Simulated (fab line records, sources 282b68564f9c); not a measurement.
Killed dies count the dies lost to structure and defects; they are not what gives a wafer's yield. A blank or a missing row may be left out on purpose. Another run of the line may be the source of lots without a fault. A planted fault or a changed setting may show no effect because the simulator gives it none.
Comparing a struck lot with a sound one :: flow rit-cmos :: 17 steps out of a route of 202
Sound: wafers L152.3, L152.5, L152.6. Wafers struck: L150.2, L150.3, L150.4. The cause comes at the end.
Per side, at each step with rows, come the tool, then ch with its chambers, and then its first start. Under that, the readings that differ: sound wafers :: struck wafers :: difference of the means :: sigmas: that difference in standard deviations of wafers without a fault.
alike: a reading whose means differ by less than 2 such deviations, as well as words and numbers matching on both sides. not compared: withheld readings; readings where some wafer has no value; bounds like >300 that might hide an equal value; numbers whose values overlap and for which the record gives no deviation.
A row with sigmas, a row that says differs or no value, or rows on one side alone: a step with any of these is where the two part. Numbers that have no deviation but don't overlap get no sigmas and don't part them. A reading that every wafer of one side lacks parts them only if that side has two wafers or more.

first, 1 step without rows for these wafers: RIT_GATE_HARDBAKE_18 (time 60 s).
RIT_GATE_ETCH_19: etches poly-Si in SF6/CHF3/O2, stops on SiO2, time 165 s, target depth 312.5 nm.
  sound on rie-si-02 ch 0,1, day 5 14:17; struck on rie-si-02 ch 0,2,3, day 5 02:26
reading: drypump-motor-current-A (A)
sound: 6.5 6.5 5.7
struck: 5.0 5.7 5.1
difference: -1.0
sigmas: -2
  alike: CHF3_flow_sccm, oes-product-au, rf-fwd-power-W, throttle-valve-pct
  not compared: rf-hours-counter-h
RIT_GATE_STRIP_20: strips in O2, time 180 s.
  sound on plasma-asher-03 ch 0,1, day 5 14:26; struck on plasma-asher-03 ch 0,1, day 5 02:32
  alike: drypump-motor-current-A
  not compared: rf-hours-counter-h
RIT_GATE_CD_MEAS_90 targets a cd of 150 nm.
  sound on cd-sem-02 at day 5 14:41; struck on cd-sem-01 at day 5 02:44
  alike: cd-nm
then, 4 steps without rows for these wafers: RIT_REOX_CLEAN_00 (cleans in SC1, time 600 s); RIT_REOX_CLEAN_01 (cleans in dHF, time 30 s); RIT_REOX_CLEAN_02 (cleans in SC2, time 600 s); RIT_REOX_OXIDATION_03 (target thk 25.2 nm, ox time 5580 s).
RIT_REOX_THK_MEAS_04:
  sound on film-metro-04 at day 5 18:11; struck on film-metro-04 at day 5 05:50
  alike: REOX_OXIDE_THK
then, 3 steps without rows for these wafers: RIT_NLDD_HMDS_00 (prime time 60 s); RIT_NLDD_COAT_01 (resist thk 1000 nm); RIT_NLDD_SOFTBAKE_02 (time 60 s).
RIT_NLDD_EXPOSE_03: exposes mask M7, target cd 40700 nm.
  sound on iline-stepper-01 ch 0, day 5 18:50; struck on iline-stepper-02 ch 0, day 5 06:28
reading: model.NLDD.overlay-x-nm (nm)
sound: 1.889 1.889 1.889
struck: -149.6 -149.6 -149.6
difference: -151.5
sigmas: 
  alike: mask
then, 2 steps without rows for these wafers: RIT_NLDD_PEB_04; RIT_NLDD_DEVELOP_05 (develop time 50 s).
RIT_NLDD_OVL_MEAS_06:
  sound on overlay-02 at day 5 19:12; struck on overlay-01 at day 5 07:04
reading: NLDD_OVL (nm)
sound: -1.0 0.1 -0.1
struck: -147.6 -147.8 -148.4
difference: -147.6
sigmas: -92
  not compared: hold
RIT_M1_PROBE_99:
  rows exist in the record for the sound wafers here (prober-02, day 6 10:54), none for the struck ones

## WHERE THEY PART
First at RIT_GATE_ETCH_19; last, within this record, at RIT_M1_PROBE_99.

WHY: what the simulator had put in
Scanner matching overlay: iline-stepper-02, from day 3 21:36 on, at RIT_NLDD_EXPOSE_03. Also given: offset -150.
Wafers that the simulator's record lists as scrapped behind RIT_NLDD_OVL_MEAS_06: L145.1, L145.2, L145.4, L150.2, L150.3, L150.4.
